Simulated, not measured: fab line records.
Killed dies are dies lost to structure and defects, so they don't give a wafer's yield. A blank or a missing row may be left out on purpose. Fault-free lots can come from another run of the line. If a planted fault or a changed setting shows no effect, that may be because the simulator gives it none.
Comparing a struck lot with a sound one    flow berkeley-cmos170    14 steps out of a route of 331
Sound: the wafers L328.3, L328.5, L328.6. Struck: wafers L336.1, L336.3, L336.6. At the end, the cause is stated.
At each step with rows: each side's tool, then ch and its chambers, then its first start. Under that, the readings that differ: sound wafers    struck wafers    difference of the means    sigmas: that difference in standard deviations of wafers without a fault.
alike: a reading whose means differ by less than 2 such deviations, as well as words and numbers matching on both sides. not compared: withheld readings; readings where some wafer has no value; bounds like >300 that might hide an equal value; numbers whose values overlap and for which the record gives no deviation.
The two part at a step that has a row with sigmas, a row that says differs or no value, or rows on one side only. Numbers that don't overlap but have no deviation are shown without sigmas and don't part them. Lack of a reading on every wafer of one side parts them only where that side has two or more wafers.

first, 3 steps without rows for these wafers: UCB170_ACTIVE_EXPOSE_10 (exposes mask ACTIVE, target cd 1200 nm); UCB170_ACTIVE_PEB_11; UCB170_ACTIVE_DEVELOP_12 (develop time 45 s).
UCB170_ACTIVE_CD_MEAS_13: the cd target is 1200 nm.
  struck on cd-sem-01, day 6 16:43; sound on cd-sem-02, day 4 16:38
  alike: cd-nm
UCB170_ACTIVE_OVL_MEAS_14:
  struck on overlay-01, day 6 16:50; sound on overlay-01, day 4 16:44
  alike: ACTIVE_OVL
UCB170_ACTIVE_ETCH_15: etches Si3N4 in CH3F/Ar/O2, stops on SiO2, target depth 242 nm, time 151 s.
  sound on rie-diel-04 ch 0,3, day 4 16:46; struck on rie-diel-04 ch 0,1,3, day 6 16:52
  alike: CH3F_flow_sccm, chamber-pressure-mTorr, drypump-motor-current-A, oes-product-au, throttle-valve-pct
  not compared: rf-hours-counter-h
UCB170_ACTIVE_STRIP_16: strips in O2.
  sound on plasma-asher-01 ch 0,1, day 4 16:53; struck on plasma-asher-01 ch 0,1, day 6 16:58
reading                       sound              struck             difference  sigmas
strip-time-to-endpoint-s (s)  18.09 18.04 17.99  18.24 18.24 18.21  +0.19       +2
  alike: chamber-pressure-mTorr, drypump-motor-current-A, oes-product-au
  not compared: rf-hours-counter-h
UCB170_ACTIVE_CD_MEAS_90: the cd target is 1200 nm.
  struck on cd-sem-01, day 6 17:04; sound on cd-sem-02, day 4 17:00
  alike: cd-nm
then, 4 steps without rows for these wafers: UCB170_ACTIVE_CLEAN_17 (cleans in SPM, time 600 s); UCB170_PFIELD_HMDS_00 (prime time 60 s); UCB170_PFIELD_COAT_01 (resist thk 900 nm); UCB170_PFIELD_SOFTBAKE_02 (time 60 s).
UCB170_PFIELD_EXPOSE_03: exposes mask PFIELD, target cd 1500 nm.
  struck on krf-scanner-01, day 6 17:58; sound on krf-scanner-02 ch 0, day 4 17:44
  no value came back on the struck wafers for exposure-dose-mJ-cm2, focus-offset-nm (nm), reticle-temp-C (C); on the sound wafers exposure-dose-mJ-cm2 reads 30.014 29.962 29.999
  alike: mask
after that, 1 step had no rows for these wafers: UCB170_PFIELD_PEB_04.

## WHERE THEY PART
Last at UCB170_PFIELD_EXPOSE_03 as far as this record goes, first at UCB170_ACTIVE_STRIP_16.

WHY: whatever the simulator had introduced
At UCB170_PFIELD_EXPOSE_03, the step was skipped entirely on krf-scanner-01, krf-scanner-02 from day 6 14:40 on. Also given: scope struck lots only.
